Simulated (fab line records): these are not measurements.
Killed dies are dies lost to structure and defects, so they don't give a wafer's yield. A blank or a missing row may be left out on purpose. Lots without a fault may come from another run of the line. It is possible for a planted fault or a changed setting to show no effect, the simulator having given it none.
fab line records || flow berkeleyCmos170
record: {"lots": 14, "wafers": 42, "lastDay": 12}
route steps=331 shown SDANNEAL@204 CONTACT@231 M1@249
lots that met no fault: taken from a fault-free run of the same line
startH: hours from the record's opening day to when the first of the lot's shown wafers began || waitH: hours from the lot's prior step to this one || " as in the row above || L1.1+2: a single row standing in for several wafers || - either no value or no given start || * or withheld: withheld || < > ~ a bound
route shown NAME@n: NAME is a module with steps in the file, n the number in the route of the first one || usual: mean and standard deviation over wafers with no fault || same: alike in all rows || chamber/n: place in a boat || sites: each site's reading || _std_site: standard deviation across them || _edge_site: mean of outer sites minus mean of inner sites || radiusMm: how far each site lies from the wafer's centre || mask NAME#n: copy n || behind: the tool/chamber that last shaped the wafer || hold: cause of the lot's hold/its duration in hours/its outcome || device: names the non-switching transistor (n, p or np) || end of line: at the end of the route, the tests of the same wafers || a step given without rows: its recipe and nothing more || killed: the dies lost at the first sort to structure and to defects; this is not the yield of the wafer || map: dies across one wafer; x = killed, . = not, _ = none there
set.NAME: the setting the step ran with; set.NAME@STEP: the setting that earlier step ran with || model.NAME: the simulator's own value behind a step, which no gauge read
a sample of lots followed through the steps of the route, with each step as a table and each wafer as a row
services: when a tool's chamber went out of use (startH, in hours from the record's first day, below 0 if earlier), for how many hours, and the reason
== steps ==
step: UCB170_SDANNEAL_RTA_00
recipe: {"tempC": 900, "timeS": 10, "ambient": "N2"}
usual: {"lampPowerPct": "23.2/0.59", "wafer_temp_C_max": "904.0/0.95"}
{"lot.wafer": "L133.1", "tool": "rtpAnneal-01", "chamber": 0, "startH": 153.15, "waitH": 0.0, "lampPowerPct": 22.6, "wafer_temp_C_max": 903.7}
{"lot.wafer": "L133.3", "tool": "rtpAnneal-01", "chamber": 0, "startH": 153.15, "waitH": 0.0, "lampPowerPct": 22.6, "wafer_temp_C_max": 903.5}
{"lot.wafer": "L133.5", "tool": "rtpAnneal-01", "chamber": 0, "startH": 153.15, "waitH": 0.0, "lampPowerPct": 22.6, "wafer_temp_C_max": 903.5}
{"lot.wafer": "L136.1", "tool": "rtpAnneal-02", "chamber": 0, "startH": 161.32, "waitH": 0.0, "lampPowerPct": 23.8, "wafer_temp_C_max": 904.1}
{"lot.wafer": "L136.4", "tool": "rtpAnneal-02", "chamber": 0, "startH": 161.32, "waitH": 0.0, "lampPowerPct": 23.8, "wafer_temp_C_max": 905.1}
{"lot.wafer": "L136.5", "tool": "rtpAnneal-02", "chamber": 0, "startH": 161.32, "waitH": 0.0, "lampPowerPct": 23.8, "wafer_temp_C_max": 905.0}
{"lot.wafer": "L134.2", "tool": "rtpAnneal-01", "chamber": 0, "startH": 163.15, "waitH": 0.0, "lampPowerPct": 22.7, "wafer_temp_C_max": 903.3}
{"lot.wafer": "L134.4", "tool": "rtpAnneal-01", "chamber": 0, "startH": 163.15, "waitH": 0.0, "lampPowerPct": 22.6, "wafer_temp_C_max": 904.4}
{"lot.wafer": "L134.6", "tool": "rtpAnneal-01", "chamber": 0, "startH": 163.15, "waitH": 0.0, "lampPowerPct": 22.6, "wafer_temp_C_max": 904.2}
{"lot.wafer": "L135.3", "tool": "rtpAnneal-02", "chamber": 0, "startH": 163.17, "waitH": 0.0, "lampPowerPct": 23.8, "wafer_temp_C_max": 904.8}
{"lot.wafer": "L135.4", "tool": "rtpAnneal-02", "chamber": 0, "startH": 163.17, "waitH": 0.0, "lampPowerPct": 23.8, "wafer_temp_C_max": 904.2}
{"lot.wafer": "L135.6", "tool": "rtpAnneal-02", "chamber": 0, "startH": 163.17, "waitH": 0.0, "lampPowerPct": 23.8, "wafer_temp_C_max": 904.3}
{"lot.wafer": "L138.2", "tool": "rtpAnneal-01", "chamber": 0, "startH": 181.44, "waitH": 0.0, "lampPowerPct": 22.6, "wafer_temp_C_max": 903.0}
{"lot.wafer": "L138.4", "tool": "rtpAnneal-01", "chamber": 0, "startH": 181.44, "waitH": 0.0, "lampPowerPct": 22.6, "wafer_temp_C_max": 904.2}
{"lot.wafer": "L138.5", "tool": "rtpAnneal-01", "chamber": 0, "startH": 181.44, "waitH": 0.0, "lampPowerPct": 22.6, "wafer_temp_C_max": 903.8}
{"lot.wafer": "L137.1", "tool": "rtpAnneal-01", "chamber": 0, "startH": 182.26, "waitH": 0.0, "lampPowerPct": 22.6, "wafer_temp_C_max": 903.8}
{"lot.wafer": "L137.4", "tool": "rtpAnneal-01", "chamber": 0, "startH": 182.26, "waitH": 0.0, "lampPowerPct": 22.6, "wafer_temp_C_max": 903.3}
{"lot.wafer": "L137.6", "tool": "rtpAnneal-01", "chamber": 0, "startH": 182.26, "waitH": 0.0, "lampPowerPct": 22.6, "wafer_temp_C_max": 902.6}
{"lot.wafer": "L143.1", "tool": "rtpAnneal-01", "chamber": 0, "startH": 192.09, "waitH": 0.0, "lampPowerPct": 22.6, "wafer_temp_C_max": 903.7}
{"lot.wafer": "L143.4", "tool": "rtpAnneal-01", "chamber": 0, "startH": 192.09, "waitH": 0.0, "lampPowerPct": 22.6, "wafer_temp_C_max": 903.2}
{"lot.wafer": "L143.6", "tool": "rtpAnneal-01", "chamber": 0, "startH": 192.09, "waitH": 0.0, "lampPowerPct": 22.6, "wafer_temp_C_max": 904.0}
{"lot.wafer": "L141.1", "tool": "rtpAnneal-02", "chamber": 0, "startH": 192.27, "waitH": 0.0, "lampPowerPct": 23.8, "wafer_temp_C_max": 904.2}
{"lot.wafer": "L141.3", "tool": "rtpAnneal-02", "chamber": 0, "startH": 192.27, "waitH": 0.0, "lampPowerPct": 23.8, "wafer_temp_C_max": 905.2}
{"lot.wafer": "L141.6", "tool": "rtpAnneal-02", "chamber": 0, "startH": 192.27, "waitH": 0.0, "lampPowerPct": 23.8, "wafer_temp_C_max": 905.6}
{"lot.wafer": "L140.1", "tool": "rtpAnneal-02", "chamber": 0, "startH": 192.62, "waitH": 0.0, "lampPowerPct": 23.8, "wafer_temp_C_max": 904.3}
{"lot.wafer": "L140.3", "tool": "rtpAnneal-02", "chamber": 0, "startH": 192.62, "waitH": 0.0, "lampPowerPct": 23.8, "wafer_temp_C_max": 904.9}
{"lot.wafer": "L140.6", "tool": "rtpAnneal-02", "chamber": 0, "startH": 192.62, "waitH": 0.0, "lampPowerPct": 23.8, "wafer_temp_C_max": 904.4}
{"lot.wafer": "L149.3", "tool": "rtpAnneal-02", "chamber": 0, "startH": 220.94, "waitH": 0.0, "lampPowerPct": 23.8, "wafer_temp_C_max": 905.1}
{"lot.wafer": "L149.5", "tool": "rtpAnneal-02", "chamber": 0, "startH": 220.94, "waitH": 0.0, "lampPowerPct": 23.8, "wafer_temp_C_max": 904.9}
{"lot.wafer": "L149.6", "tool": "rtpAnneal-02", "chamber": 0, "startH": 220.94, "waitH": 0.0, "lampPowerPct": 23.8, "wafer_temp_C_max": 904.4}
{"lot.wafer": "L152.1", "tool": "rtpAnneal-02", "chamber": 0, "startH": 244.23, "waitH": 0.0, "lampPowerPct": 23.8, "wafer_temp_C_max": 903.7}
{"lot.wafer": "L152.2", "tool": "rtpAnneal-02", "chamber": 0, "startH": 244.23, "waitH": 0.0, "lampPowerPct": 23.8, "wafer_temp_C_max": 903.3}
{"lot.wafer": "L152.3", "tool": "rtpAnneal-02", "chamber": 0, "startH": 244.23, "waitH": 0.0, "lampPowerPct": 23.8, "wafer_temp_C_max": 905.0}
{"lot.wafer": "L153.2", "tool": "rtpAnneal-01", "chamber": 0, "startH": 257.07, "waitH": 0.0, "lampPowerPct": 22.6, "wafer_temp_C_max": 903.2}
{"lot.wafer": "L153.4", "tool": "rtpAnneal-01", "chamber": 0, "startH": 257.07, "waitH": 0.0, "lampPowerPct": 22.6, "wafer_temp_C_max": 902.6}
{"lot.wafer": "L153.6", "tool": "rtpAnneal-01", "chamber": 0, "startH": 257.07, "waitH": 0.0, "lampPowerPct": 22.6, "wafer_temp_C_max": 903.6}
{"lot.wafer": "L155.1", "tool": "rtpAnneal-01", "chamber": 0, "startH": 257.51, "waitH": 0.0, "lampPowerPct": 22.6, "wafer_temp_C_max": 904.2}
{"lot.wafer": "L155.3", "tool": "rtpAnneal-01", "chamber": 0, "startH": 257.51, "waitH": 0.0, "lampPowerPct": 22.6, "wafer_temp_C_max": 903.5}
{"lot.wafer": "L155.5", "tool": "rtpAnneal-01", "chamber": 0, "startH": 257.51, "waitH": 0.0, "lampPowerPct": 22.6, "wafer_temp_C_max": 903.1}
{"lot.wafer": "L156.1", "tool": "rtpAnneal-02", "chamber": 0, "startH": 264.22, "waitH": 0.0, "lampPowerPct": 23.8, "wafer_temp_C_max": 904.9}
{"lot.wafer": "L156.3", "tool": "rtpAnneal-02", "chamber": 0, "startH": 264.22, "waitH": 0.0, "lampPowerPct": 23.8, "wafer_temp_C_max": 904.6}
{"lot.wafer": "L156.5", "tool": "rtpAnneal-02", "chamber": 0, "startH": 264.22, "waitH": 0.0, "lampPowerPct": 23.8, "wafer_temp_C_max": 905.8}
step: UCB170_CONTACT_CD_MEAS_15
recipe: {"targetCdNm": 700}
usual: {"cdNm": "700.0/1.4"}
{"lot.wafer": "L133.1", "tool": "cdSem-01", "chamber": "-", "startH": 158.07, "waitH": "-", "cdNm": 699.6}
{"lot.wafer": "L133.3", "tool": "cdSem-01", "chamber": "-", "startH": 158.07, "waitH": "-", "cdNm": 700.9}
{"lot.wafer": "L133.5", "tool": "cdSem-01", "chamber": "-", "startH": 158.07, "waitH": "-", "cdNm": 701.7}
{"lot.wafer": "L136.1", "tool": "cdSem-02", "chamber": "-", "startH": 168.90, "waitH": "-", "cdNm": 700.0}
{"lot.wafer": "L136.4", "tool": "cdSem-02", "chamber": "-", "startH": 168.90, "waitH": "-", "cdNm": 700.3}
{"lot.wafer": "L136.5", "tool": "cdSem-02", "chamber": "-", "startH": 168.90, "waitH": "-", "cdNm": 700.8}
{"lot.wafer": "L135.3", "tool": "cdSem-02", "chamber": "-", "startH": 169.06, "waitH": "-", "cdNm": 700.6}
{"lot.wafer": "L135.4", "tool": "cdSem-02", "chamber": "-", "startH": 169.06, "waitH": "-", "cdNm": 699.9}
{"lot.wafer": "L135.6", "tool": "cdSem-02", "chamber": "-", "startH": 169.06, "waitH": "-", "cdNm": 698.7}
{"lot.wafer": "L134.2", "tool": "cdSem-02", "chamber": "-", "startH": 169.40, "waitH": "-", "cdNm": 702.7}
{"lot.wafer": "L134.4", "tool": "cdSem-02", "chamber": "-", "startH": 169.40, "waitH": "-", "cdNm": 701.0}
{"lot.wafer": "L134.6", "tool": "cdSem-02", "chamber": "-", "startH": 169.40, "waitH": "-", "cdNm": 701.0}
{"lot.wafer": "L138.2", "tool": "cdSem-01", "chamber": "-", "startH": 187.25, "waitH": "-", "cdNm": 700.0}
{"lot.wafer": "L138.4", "tool": "cdSem-01", "chamber": "-", "startH": 187.25, "waitH": "-", "cdNm": 700.4}
{"lot.wafer": "L138.5", "tool": "cdSem-01", "chamber": "-", "startH": 187.25, "waitH": "-", "cdNm": 700.5}
{"lot.wafer": "L137.1", "tool": "cdSem-01", "chamber": "-", "startH": 189.12, "waitH": "-", "cdNm": 700.3}
{"lot.wafer": "L137.4", "tool": "cdSem-01", "chamber": "-", "startH": 189.12, "waitH": "-", "cdNm": 702.4}
{"lot.wafer": "L137.6", "tool": "cdSem-01", "chamber": "-", "startH": 189.12, "waitH": "-", "cdNm": 701.3}
{"lot.wafer": "L143.1", "tool": "cdSem-01", "chamber": "-", "startH": 196.80, "waitH": "-", "cdNm": 699.8}
{"lot.wafer": "L143.4", "tool": "cdSem-01", "chamber": "-", "startH": 196.80, "waitH": "-", "cdNm": 699.4}
{"lot.wafer": "L143.6", "tool": "cdSem-01", "chamber": "-", "startH": 196.80, "waitH": "-", "cdNm": 700.2}
{"lot.wafer": "L141.1", "tool": "cdSem-02", "chamber": "-", "startH": 197.12, "waitH": "-", "cdNm": 701.0}
{"lot.wafer": "L141.3", "tool": "cdSem-02", "chamber": "-", "startH": 197.12, "waitH": "-", "cdNm": 703.6}
{"lot.wafer": "L141.6", "tool": "cdSem-02", "chamber": "-", "startH": 197.12, "waitH": "-", "cdNm": 702.1}
{"lot.wafer": "L140.1", "tool": "cdSem-02", "chamber": "-", "startH": 198.86, "waitH": "-", "cdNm": 703.0}
{"lot.wafer": "L140.3", "tool": "cdSem-02", "chamber": "-", "startH": 198.86, "waitH": "-", "cdNm": 702.7}
{"lot.wafer": "L140.6", "tool": "cdSem-02", "chamber": "-", "startH": 198.86, "waitH": "-", "cdNm": 702.1}
{"lot.wafer": "L149.3", "tool": "cdSem-02", "chamber": "-", "startH": 225.81, "waitH": "-", "cdNm": 699.2}
{"lot.wafer": "L149.5", "tool": "cdSem-02", "chamber": "-", "startH": 225.81, "waitH": "-", "cdNm": 698.8}
{"lot.wafer": "L149.6", "tool": "cdSem-02", "chamber": "-", "startH": 225.81, "waitH": "-", "cdNm": 699.1}
{"lot.wafer": "L152.1", "tool": "cdSem-01", "chamber": "-", "startH": 250.78, "waitH": "-", "cdNm": 698.7}
{"lot.wafer": "L152.2", "tool": "cdSem-01", "chamber": "-", "startH": 250.78, "waitH": "-", "cdNm": 699.0}
{"lot.wafer": "L152.3", "tool": "cdSem-01", "chamber": "-", "startH": 250.78, "waitH": "-", "cdNm": 698.9}
{"lot.wafer": "L153.2", "tool": "cdSem-01", "chamber": "-", "startH": 261.97, "waitH": "-", "cdNm": 699.5}
{"lot.wafer": "L153.4", "tool": "cdSem-01", "chamber": "-", "startH": 261.97, "waitH": "-", "cdNm": 701.9}
{"lot.wafer": "L153.6", "tool": "cdSem-01", "chamber": "-", "startH": 261.97, "waitH": "-", "cdNm": 700.6}
{"lot.wafer": "L155.1", "tool": "cdSem-02", "chamber": "-", "startH": 263.91, "waitH": "-", "cdNm": 696.7}
{"lot.wafer": "L155.3", "tool": "cdSem-02", "chamber": "-", "startH": 263.91, "waitH": "-", "cdNm": 698.6}
{"lot.wafer": "L155.5", "tool": "cdSem-02", "chamber": "-", "startH": 263.91, "waitH": "-", "cdNm": 696.8}
{"lot.wafer": "L156.1", "tool": "cdSem-02", "chamber": "-", "startH": 272.86, "waitH": "-", "cdNm": 701.1}
{"lot.wafer": "L156.3", "tool": "cdSem-02", "chamber": "-", "startH": 272.86, "waitH": "-", "cdNm": 699.9}
{"lot.wafer": "L156.5", "tool": "cdSem-02", "chamber": "-", "startH": 272.86, "waitH": "-", "cdNm": 699.5}
step: UCB170_M1_ETCH_11
recipe: {"chemistry": "N2/H2", "targetDepthA": "withheld", "overetchA": "withheld", "target": "BARC", "timeS": "withheld", "sourceW": 500, "biasW": 100, "pressureMtorr": 30, "n2FlowSccm": 100, "h2FlowSccm": 200}
usual: {"drypumpMotorCurrentA": "5.7/0.47", "oesProductAu": "0.993/0.023", "rfFwdPowerW": "495.3/1.6", "throttleValvePct": "13.28/0.2"}
{"lot.wafer": "L133.1", "tool": "rieDiel-04", "chamber": 0, "startH": 160.38, "waitH": 0.0, "drypumpMotorCurrentA": 5.1, "oesProductAu": 0.991, "rfFwdPowerW": 498.0, "throttleValvePct": 13.20}
{"lot.wafer": "L133.3", "tool": "rieDiel-04", "chamber": 3, "startH": 160.38, "waitH": 0.0, "drypumpMotorCurrentA": 5.4, "oesProductAu": 0.983, "rfFwdPowerW": 495.5, "throttleValvePct": 13.64}
{"lot.wafer": "L133.5", "tool": "rieDiel-04", "chamber": 1, "startH": 160.38, "waitH": 0.0, "drypumpMotorCurrentA": 6.4, "oesProductAu": 0.995, "rfFwdPowerW": 496.0, "throttleValvePct": 13.19}
{"lot.wafer": "L136.1", "tool": "rieDiel-01", "chamber": 3, "startH": 171.04, "waitH": 0.0, "drypumpMotorCurrentA": 6.0, "oesProductAu": 0.951, "rfFwdPowerW": 496.2, "throttleValvePct": 13.45}
{"lot.wafer": "L136.4", "tool": "rieDiel-01", "chamber": 1, "startH": 171.04, "waitH": 0.0, "drypumpMotorCurrentA": 5.3, "oesProductAu": 1.016, "rfFwdPowerW": 494.1, "throttleValvePct": 13.10}
{"lot.wafer": "L136.5", "tool": "rieDiel-01", "chamber": 2, "startH": 171.04, "waitH": 0.0, "drypumpMotorCurrentA": 6.1, "oesProductAu": 0.966, "rfFwdPowerW": 499.6, "throttleValvePct": 13.18}
{"lot.wafer": "L135.3", "tool": "rieDiel-02", "chamber": 3, "startH": 171.28, "waitH": 0.0, "drypumpMotorCurrentA": 5.6, "oesProductAu": 0.991, "rfFwdPowerW": 496.6, "throttleValvePct": 13.19}
{"lot.wafer": "L135.4", "tool": "rieDiel-02", "chamber": 1, "startH": 171.28, "waitH": 0.0, "drypumpMotorCurrentA": 5.6, "oesProductAu": 0.994, "rfFwdPowerW": 490.7, "throttleValvePct": 13.26}
{"lot.wafer": "L135.6", "tool": "rieDiel-02", "chamber": 1, "startH": 171.28, "waitH": 0.0, "drypumpMotorCurrentA": 5.6, "oesProductAu": 0.996, "rfFwdPowerW": 492.1, "throttleValvePct": 13.26}
{"lot.wafer": "L134.2", "tool": "rieDiel-04", "chamber": 1, "startH": 171.55, "waitH": 0.0, "drypumpMotorCurrentA": 6.4, "oesProductAu": 0.986, "rfFwdPowerW": 495.5, "throttleValvePct": 13.21}
{"lot.wafer": "L134.4", "tool": "rieDiel-04", "chamber": 2, "startH": 171.55, "waitH": 0.0, "drypumpMotorCurrentA": 5.0, "oesProductAu": 1.041, "rfFwdPowerW": 496.2, "throttleValvePct": 13.30}
{"lot.wafer": "L134.6", "tool": "rieDiel-04", "chamber": 1, "startH": 171.55, "waitH": 0.0, "drypumpMotorCurrentA": 6.4, "oesProductAu": 0.994, "rfFwdPowerW": 496.6, "throttleValvePct": 13.22}
{"lot.wafer": "L138.2", "tool": "rieDiel-01", "chamber": 0, "startH": 190.00, "waitH": 0.0, "drypumpMotorCurrentA": 6.6, "oesProductAu": 1.022, "rfFwdPowerW": 493.9, "throttleValvePct": 13.35}
{"lot.wafer": "L138.4", "tool": "rieDiel-01", "chamber": 3, "startH": 190.00, "waitH": 0.0, "drypumpMotorCurrentA": 5.9, "oesProductAu": 0.951, "rfFwdPowerW": 493.9, "throttleValvePct": 13.46}
{"lot.wafer": "L138.5", "tool": "rieDiel-01", "chamber": 2, "startH": 190.00, "waitH": 0.0, "drypumpMotorCurrentA": 6.1, "oesProductAu": 0.967, "rfFwdPowerW": 491.5, "throttleValvePct": 13.20}
{"lot.wafer": "L137.1", "tool": "rieDiel-02", "chamber": 0, "startH": 191.27, "waitH": 0.0, "drypumpMotorCurrentA": 6.3, "oesProductAu": 1.010, "rfFwdPowerW": 494.9, "throttleValvePct": 12.87}
{"lot.wafer": "L137.4", "tool": "rieDiel-02", "chamber": 3, "startH": 191.27, "waitH": 0.0, "drypumpMotorCurrentA": 5.6, "oesProductAu": 0.989, "rfFwdPowerW": 494.6, "throttleValvePct": 13.20}
{"lot.wafer": "L137.6", "tool": "rieDiel-02", "chamber": 0, "startH": 191.27, "waitH": 0.0, "drypumpMotorCurrentA": 6.3, "oesProductAu": 1.006, "rfFwdPowerW": 493.4, "throttleValvePct": 12.88}
{"lot.wafer": "L143.1", "tool": "rieDiel-02", "chamber": 3, "startH": 198.79, "waitH": 0.0, "drypumpMotorCurrentA": 5.6, "oesProductAu": 0.995, "rfFwdPowerW": 493.7, "throttleValvePct": 13.19}
{"lot.wafer": "L143.4", "tool": "rieDiel-02", "chamber": 2, "startH": 198.79, "waitH": 0.0, "drypumpMotorCurrentA": 5.4, "oesProductAu": 0.979, "rfFwdPowerW": 495.5, "throttleValvePct": 13.47}
{"lot.wafer": "L143.6", "tool": "rieDiel-02", "chamber": 3, "startH": 198.79, "waitH": 0.0, "drypumpMotorCurrentA": 5.6, "oesProductAu": 0.992, "rfFwdPowerW": 495.7, "throttleValvePct": 13.19}
{"lot.wafer": "L141.1", "tool": "rieDiel-02", "chamber": 2, "startH": 199.28, "waitH": 0.0, "drypumpMotorCurrentA": 5.4, "oesProductAu": 0.971, "rfFwdPowerW": 496.7, "throttleValvePct": 13.44}
{"lot.wafer": "L141.3", "tool": "rieDiel-02", "chamber": 3, "startH": 199.28, "waitH": 0.0, "drypumpMotorCurrentA": 5.6, "oesProductAu": 0.997, "rfFwdPowerW": 494.7, "throttleValvePct": 13.19}
{"lot.wafer": "L141.6", "tool": "rieDiel-02", "chamber": 2, "startH": 199.28, "waitH": 0.0, "drypumpMotorCurrentA": 5.4, "oesProductAu": 0.971, "rfFwdPowerW": 496.8, "throttleValvePct": 13.46}
{"lot.wafer": "L140.1", "tool": "rieDiel-04", "chamber": 2, "startH": 200.97, "waitH": 0.0, "drypumpMotorCurrentA": 5.0, "oesProductAu": 1.030, "rfFwdPowerW": 496.0, "throttleValvePct": 13.29}
{"lot.wafer": "L140.3", "tool": "rieDiel-04", "chamber": 0, "startH": 200.97, "waitH": 0.0, "drypumpMotorCurrentA": 5.1, "oesProductAu": 0.993, "rfFwdPowerW": 497.8, "throttleValvePct": 13.19}
{"lot.wafer": "L140.6", "tool": "rieDiel-04", "chamber": 2, "startH": 200.97, "waitH": 0.0, "drypumpMotorCurrentA": 5.0, "oesProductAu": 1.028, "rfFwdPowerW": 497.8, "throttleValvePct": 13.31}
{"lot.wafer": "L149.3", "tool": "rieDiel-04", "chamber": 0, "startH": 228.36, "waitH": 0.0, "drypumpMotorCurrentA": 5.1, "oesProductAu": 1.005, "rfFwdPowerW": 495.7, "throttleValvePct": 13.19}
{"lot.wafer": "L149.5", "tool": "rieDiel-04", "chamber": 2, "startH": 228.36, "waitH": 0.0, "drypumpMotorCurrentA": 5.0, "oesProductAu": 1.033, "rfFwdPowerW": 495.9, "throttleValvePct": 13.29}
{"lot.wafer": "L149.6", "tool": "rieDiel-04", "chamber": 3, "startH": 228.36, "waitH": 0.0, "drypumpMotorCurrentA": 5.4, "oesProductAu": 0.996, "rfFwdPowerW": 496.0, "throttleValvePct": 13.64}
{"lot.wafer": "L152.1", "tool": "rieDiel-04", "chamber": 1, "startH": 252.86, "waitH": 0.0, "drypumpMotorCurrentA": 6.4, "oesProductAu": 1.424, "rfFwdPowerW": 495.9, "throttleValvePct": 13.22}
{"lot.wafer": "L152.2", "tool": "rieDiel-04", "chamber": 3, "startH": 252.86, "waitH": 0.0, "drypumpMotorCurrentA": 5.4, "oesProductAu": 1.428, "rfFwdPowerW": 493.7, "throttleValvePct": 13.64}
{"lot.wafer": "L152.3", "tool": "rieDiel-04", "chamber": 0, "startH": 252.86, "waitH": 0.0, "drypumpMotorCurrentA": 5.1, "oesProductAu": 1.441, "rfFwdPowerW": 497.0, "throttleValvePct": 13.20}
{"lot.wafer": "L153.2", "tool": "rieDiel-04", "chamber": 0, "startH": 264.08, "waitH": 0.0, "drypumpMotorCurrentA": 5.1, "oesProductAu": 1.422, "rfFwdPowerW": 494.9, "throttleValvePct": 13.21}
{"lot.wafer": "L153.4", "tool": "rieDiel-04", "chamber": 1, "startH": 264.08, "waitH": 0.0, "drypumpMotorCurrentA": 6.4, "oesProductAu": 1.417, "rfFwdPowerW": 498.2, "throttleValvePct": 13.23}
{"lot.wafer": "L153.6", "tool": "rieDiel-04", "chamber": 3, "startH": 264.08, "waitH": 0.0, "drypumpMotorCurrentA": 5.4, "oesProductAu": 1.426, "rfFwdPowerW": 494.9, "throttleValvePct": 13.64}
{"lot.wafer": "L155.1", "tool": "rieDiel-02", "chamber": 0, "startH": 266.01, "waitH": 0.0, "drypumpMotorCurrentA": 6.3, "oesProductAu": 1.003, "rfFwdPowerW": 496.0, "throttleValvePct": 12.87}
{"lot.wafer": "L155.3", "tool": "rieDiel-02", "chamber": 2, "startH": 266.01, "waitH": 0.0, "drypumpMotorCurrentA": 5.5, "oesProductAu": 0.964, "rfFwdPowerW": 494.3, "throttleValvePct": 13.45}
{"lot.wafer": "L155.5", "tool": "rieDiel-02", "chamber": 0, "startH": 266.01, "waitH": 0.0, "drypumpMotorCurrentA": 6.3, "oesProductAu": 1.010, "rfFwdPowerW": 495.8, "throttleValvePct": 12.88}
{"lot.wafer": "L156.1", "tool": "rieDiel-02", "chamber": 2, "startH": 274.89, "waitH": 0.0, "drypumpMotorCurrentA": 5.5, "oesProductAu": 0.965, "rfFwdPowerW": 495.5, "throttleValvePct": 13.45}
{"lot.wafer": "L156.3", "tool": "rieDiel-02", "chamber": 0, "startH": 274.89, "waitH": 0.0, "drypumpMotorCurrentA": 6.3, "oesProductAu": 1.012, "rfFwdPowerW": 493.7, "throttleValvePct": 12.87}
{"lot.wafer": "L156.5", "tool": "rieDiel-02", "chamber": 1, "startH": 274.89, "waitH": 0.0, "drypumpMotorCurrentA": 5.6, "oesProductAu": 1.022, "rfFwdPowerW": 494.2, "throttleValvePct": 13.33}
== services ==
{"tool": "rieDiel-02", "chamber": 3, "startH": 131.01, "hours": 3.2, "kind": "repair"}
{"tool": "rieDiel-02", "chamber": 1, "startH": 136.36, "hours": 3.6, "kind": "repair"}
{"tool": "rieDiel-01", "chamber": 3, "startH": 138.69, "hours": 11.9, "kind": "repair"}
{"tool": "rieDiel-02", "chamber": 2, "startH": 142.66, "hours": 5.8, "kind": "repair"}
{"tool": "rtpAnneal-02", "chamber": "-", "startH": 146.49, "hours": 4.5, "kind": "pm"}
{"tool": "rieDiel-02", "chamber": 0, "startH": 153.99, "hours": 1.4, "kind": "repair"}
{"tool": "rieDiel-04", "chamber": 3, "startH": 174.28, "hours": 3.3, "kind": "repair"}
{"tool": "rieDiel-02", "chamber": 1, "startH": 186.83, "hours": "-", "kind": "clean"}
{"tool": "rieDiel-02", "chamber": 1, "startH": 186.83, "hours": 23.1, "kind": "scheduledDown"}
{"tool": "rieDiel-02", "chamber": 1, "startH": 186.83, "hours": 23.1, "kind": "ventCycle"}
{"tool": "rieDiel-01", "chamber": 1, "startH": 188.03, "hours": 9.4, "kind": "repair"}
{"tool": "rieDiel-01", "chamber": 2, "startH": 191.05, "hours": 14.4, "kind": "repair"}
{"tool": "rieDiel-01", "chamber": 1, "startH": 206.89, "hours": 10.9, "kind": "repair"}
{"tool": "rieDiel-01", "chamber": 0, "startH": 208.76, "hours": 4.3, "kind": "repair"}
{"tool": "rieDiel-01", "chamber": 0, "startH": 217.74, "hours": "-", "kind": "clean"}
{"tool": "rieDiel-01", "chamber": 0, "startH": 217.74, "hours": 25.3, "kind": "scheduledDown"}
{"tool": "rieDiel-01", "chamber": 0, "startH": 217.74, "hours": 25.3, "kind": "ventCycle"}
{"tool": "rieDiel-01", "chamber": "-", "startH": 225.92, "hours": 2.8, "kind": "pm"}
{"tool": "rieDiel-02", "chamber": 2, "startH": 235.43, "hours": 7.6, "kind": "repair"}
{"tool": "rieDiel-01", "chamber": 1, "startH": 243.08, "hours": "-", "kind": "clean"}
{"tool": "rieDiel-01", "chamber": 1, "startH": 243.08, "hours": 33.9, "kind": "scheduledDown"}
{"tool": "rieDiel-04", "chamber": 0, "startH": 247.03, "hours": 5.3, "kind": "repair"}
{"tool": "rieDiel-02", "chamber": 3, "startH": 260.67, "hours": "-", "kind": "clean"}
{"tool": "rieDiel-02", "chamber": 1, "startH": 264.73, "hours": 2.0, "kind": "repair"}
== key ==
firstSign: {"step": "UCB170_M1_ETCH_11", "reading": "oesProductAu", "direction": "up", "sigmas": 19, "usual": 0.993, "struck": 1.427}
effect none on later readings
metAt UCB170_M1_ETCH_11
struckLots L152,L153
loopTrim: {"step": "UCB170_CONTACT_EXPOSE_12", "setting": "dose", "lots": "L152,L153"}
notActingAt UCB170_SDANNEAL_RTA_00,UCB170_CONTACT_CD_MEAS_15
onsetBetween 228.36 252.86
fault: {"kind": "processParameterDrift", "tool": "rieDiel-04", "chamber": "-", "onsetH": 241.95, "steps": "UCB170_M1_ETCH_11", "channel": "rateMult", "offset": 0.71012, "shape": "step", "endH": 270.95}
loopTrim: a control loop set the setting to another value than it would have without faults
